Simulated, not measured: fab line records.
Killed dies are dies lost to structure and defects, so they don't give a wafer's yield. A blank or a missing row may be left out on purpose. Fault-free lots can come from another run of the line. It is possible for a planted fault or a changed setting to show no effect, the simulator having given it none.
Struck lot and sound lot, side by side | flow rit cmos | 15 steps out of a route of 202
Sound: these wafers, L697.1, L697.3, L697.5. Struck: wafers L709.1, L709.3. (L709.5 of the same lot was not struck and is left out.) The cause comes at the end.
Each step with rows lists, per side, the tool, then ch with its chambers, then its first start. Under that, the readings that differ: sound wafers | struck wafers | difference of the means | sigmas: that difference in standard deviations of wafers without a fault.
alike: readings whose means differ by less than 2 such deviations, and words and numbers that are the same on both sides. not compared: withheld readings, readings that some wafer has no value for, bounds like >300 that may hide the same value, and numbers for which the record gives no deviation and whose values overlap.
A row with sigmas, a row that says differs or no value, or rows on one side alone: a step with any of these is where the two part. Numbers that don't overlap but have no deviation are shown without sigmas and don't part them. A reading missing from all wafers of one side parts the sides only when that side holds two or more wafers.

RIT_M1_SPUTTER_00: material Al, target thk 400 nm, time 500 s.
  struck on pvd sputter-04, day 7 13:00; sound on pvd sputter-03, day 4 17:40
  alike: throttle valve pct
RIT_M1_RS_MEAS_01: measurement is done with a four-point probe.
  struck on film metro-04, day 7 13:18; sound on film metro-02, day 4 17:57
  alike: M1_AL_RS
RIT_M1_THK_MEAS_02: measures by xrf.
  struck on film metro-04, day 7 13:25; sound on film metro-02, day 4 18:04
  alike: M1_AL_THK
then, 6 steps without rows for these wafers: RIT_M1_HMDS_03 (prime time 60 s); RIT_M1_COAT_04 (resist thk 1310 nm); RIT_M1_SOFTBAKE_05 (time 60 s); RIT_M1_EXPOSE_06 (exposes mask M12, target cd 2600 nm); RIT_M1_PEB_07; RIT_M1_DEVELOP_08 (develop time 70.86 s).
RIT_M1_CD_MEAS_09 targets a cd of 2600 nm.
  struck on cd sem-02, day 7 14:22; sound on cd sem-01, day 4 19:01
  alike: cd nm
RIT_M1_OVL_MEAS_10:
  struck on overlay-02, day 7 14:29; sound on overlay-01, day 4 19:08
  reading     | sound          | struck  | difference | sigmas
  M1_OVL (nm) | -3.7 -1.9 -1.8 | 0.6 2.2 | +3.9       | +3
then, 1 step without rows for these wafers: RIT_M1_HARDBAKE_11 (time 120 s).
RIT_M1_METAL_ETCH_12: etches Al in Cl2/BCl3, stops on SiO2, time 165 s, target depth 600 nm.
  sound on rie metal-01 ch 0, day 4 19:35; struck on rie metal-04 ch 0, day 7 14:53
  reading                                 | sound             | struck      | difference | sigmas
  oes product au (a.u.)                   | 0.764 0.759 0.754 | 0.848 0.843 | +0.086     | +8
  run length s (s)                        | 193.2 193.1 193.3 | 181.9 181.3 | -11.6      | -28
  throttle valve pct (%)                  | 8.03 8.04 8.07    | 8.28 8.27   | +0.23      | +2
  model.NOVOLAK_of_M1_COAT_04.thk nm (nm) | 827.3 826 827.7   | 844.7 842.4 | +16.5      |
  alike: drypump motor current A
  not compared: rf hours counter h
then, 1 step without rows for these wafers: RIT_M1_STRIP_13 (strips in nmp, time 600 s).
RIT_M1_PROBE_99:
  struck on prober-02, day 7 17:08; sound on prober-02, day 4 21:50
  reading               | sound       | struck  | difference | sigmas
  killed at contacts    | 0 0 0       | 1 0     | +0         | +2
  sort_bin_6_memory (%) | 1.1 0.4 0.8 | 2.3 1.9 | +1.3       | +2
  alike: defect limited yield, killed at front end, killed dies, killed open, killed short, sort_bin_3_pad_short, sort_bin_5_function, sort n pass, sort yield pct

## WHERE THEY PART
First at RIT_M1_OVL_MEAS_10; last, within this record, at RIT_M1_PROBE_99.

WHY: what the simulator had put in
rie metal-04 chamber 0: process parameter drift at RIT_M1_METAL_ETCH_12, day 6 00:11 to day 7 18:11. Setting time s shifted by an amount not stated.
